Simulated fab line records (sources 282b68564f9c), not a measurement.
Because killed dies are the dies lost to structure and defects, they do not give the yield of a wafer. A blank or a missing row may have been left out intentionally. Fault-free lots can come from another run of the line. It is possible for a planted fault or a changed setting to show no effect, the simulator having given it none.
Problem report, 8D (eight disciplines) form, completed by code || flow rit cmos || the parts of the form that need people (team, actions taken, sign-off) are left out

## 1. THE PROBLEM
Mean of chamber pressure mTorr at RIT_ACTIVE_STRIP_14: 3199 mTorr across 6 wafers in 2 lots; on wafers with no fault it is 4000 mTorr (standard deviation 3.5). That is -99 or more standard deviations from the usual mean.
The step: strips in O2, time 180 s.
The first sign was on wafer L102.2 at day 4 12:50, on plasma asher-04. At this step, 42 wafers from 14 lots have a number in the record. Rule for "out" (also "out of limits"): further than 4 standard deviations from the usual mean. The rest of the wafers with a number are treated as sound.

## 2. WHAT IT IS; WHAT IT IS NOT
{"question": "which readings at this step", "is": "chamber pressure mTorr", "is not": "drypump motor current A"}
{"question": "which lots", "is": "L102, L103", "is not": "L100, L101, L105, L110, L990, L991, L992, L993, L994, L996, L998, L999"}
{"question": "which wafers of those lots", "is": "all that have a number", "is not": "-"}
{"question": "read on which tools", "is": "plasma asher-04", "is not": "plasma asher-01, plasma asher-02"}
{"question": "when", "is": "from day 4 12:50", "is not": "up to then (30 sound wafers); but 6 sound wafers of L105, L110 came after"}

## 3. THE SUSPECTS, EACH WITH WHAT RULES IT OUT
Counting: any tool at a process step up to the reading is kept as a suspect provided that every lot that is out went through it and no sound lot did after the first of them.
- plasma asher-04 at RIT_ACTIVE_STRIP_14 (strips in O2, time 180 s): kept. It processed each lot that is out, first L102 at day 4 12:50, and no sound lot thereafter; up to then, the last sound lot it processed was L999 at day 3 22:22. Out on those wafers are its own readings of chamber pressure mTorr.
After counting, what remains is plasma asher-04 at RIT_ACTIVE_STRIP_14.

## 4. THE CAUSE (what the simulator had put in)
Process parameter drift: plasma asher-04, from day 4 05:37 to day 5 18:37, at RIT_ACTIVE_STRIP_14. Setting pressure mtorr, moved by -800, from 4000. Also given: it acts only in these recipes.
This tool alone remained once counting was done.

## 5. SEQUENCE OF EFFECTS, ordered by route
Rows list readings where the struck wafers' mean (over those with a number) sits beyond 3 standard deviations from the usual. Scope: only readings with a usual standard deviation given in the record; hours: median across lots of the time from each lot's start at the first step in this table that gives one to its start at this step; sigmas: change in usual standard deviations.
{"hours": 0, "step": "RIT_ACTIVE_STRIP_14", "reading": "chamber pressure mTorr", "usual": "4000 mTorr", "on struck wafers": 3199, "change": -801, "sigmas": "-99 or more"}
Process steps it contains:
- RIT_ACTIVE_STRIP_14: strips in O2, time 180 s.

## 6. HOW IT WOULD HAVE BEEN CAUGHT EARLIER
First out-of-limits reading in this record: day 4 12:50, which is 7 hours after fault onset at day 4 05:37.
